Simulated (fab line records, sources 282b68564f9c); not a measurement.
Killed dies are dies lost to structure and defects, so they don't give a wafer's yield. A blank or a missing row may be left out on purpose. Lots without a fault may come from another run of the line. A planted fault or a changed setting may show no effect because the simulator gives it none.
Which tool did it? | flow rit_cmos | 7 lots, 21 wafers sampled, at 2 steps of a route of 202

WHAT THE GAUGES READ, wafer by wafer
RIT_ACTIVE_THK_MEAS_04.
lot  | measured    | on            | ACTIVE_NITRIDE_THK (nm)
L670 | day 2 00:15 | film_metro-01 | 149.2 150.6 150.5
L673 | day 2 15:42 | film_metro-03 | 149.4 150.0 150.1
L675 | day 3 01:43 | film_metro-02 | 125.7 124.9 125.2
L684 | day 4 21:32 | film_metro-03 | 148.7 149.7 150.4
L686 | day 5 07:32 | film_metro-03 | 149.3 150.5 148.6
L689 | day 5 22:33 | film_metro-03 | 151.8 150.5 150.1
L691 | day 6 09:16 | film_metro-01 | 149.1 150.1 149.7

WHICH TOOL RAN EACH LOT (tool, then ch and the chambers of the sampled wafers, then the start)
lot  | RIT_ACTIVE_CVD_03
L670 | lpcvd-02 ch 1, day 1 22:07
L673 | lpcvd-01 ch 1, day 2 14:16
L675 | lpcvd-01 ch 0, day 3 00:18
L684 | lpcvd-02 ch 0, day 4 20:07
L686 | lpcvd-02 ch 0, day 5 06:07
L689 | lpcvd-02 ch 1, day 5 21:07
L691 | lpcvd-02 ch 1, day 6 07:07
- RIT_ACTIVE_CVD_03: deposits Si3N4 from SiH2Cl2/NH3, target thk 150 nm, time 1500 s.

THE ANSWER, worked out from the rows above alone
Rule: what is usual is taken from the lots themselves. Put in order of their means at a reading, lots are off if they are a third of the lots or fewer, leave a main group of 4 or more, and stand apart from it by a gap of 3 or more times the standard deviation of the main group's means; of several such gaps the widest counts. A main group whose means are all the same, to the digits that the tables above print for the reading, isn't used. A lot without any number at a reading at which 4 lots or more have one is off too. The other lots that the step has rows for count as sound.
Off: L675, at RIT_ACTIVE_THK_MEAS_04 (ACTIVE_NITRIDE_THK). The main group: mean 149.9 nm, standard deviation 0.45.
A tool fits if, at a process step before that reading, it ran every lot that is off, and no sound lot after the first of them. The gauges at RIT_ACTIVE_THK_MEAS_04 are tried like those tools. Can't be told from this: 2 tools fit, lpcvd-01 at RIT_ACTIVE_CVD_03, film_metro-02 at RIT_ACTIVE_THK_MEAS_04.

WHAT THE SIMULATOR HAD PUT IN
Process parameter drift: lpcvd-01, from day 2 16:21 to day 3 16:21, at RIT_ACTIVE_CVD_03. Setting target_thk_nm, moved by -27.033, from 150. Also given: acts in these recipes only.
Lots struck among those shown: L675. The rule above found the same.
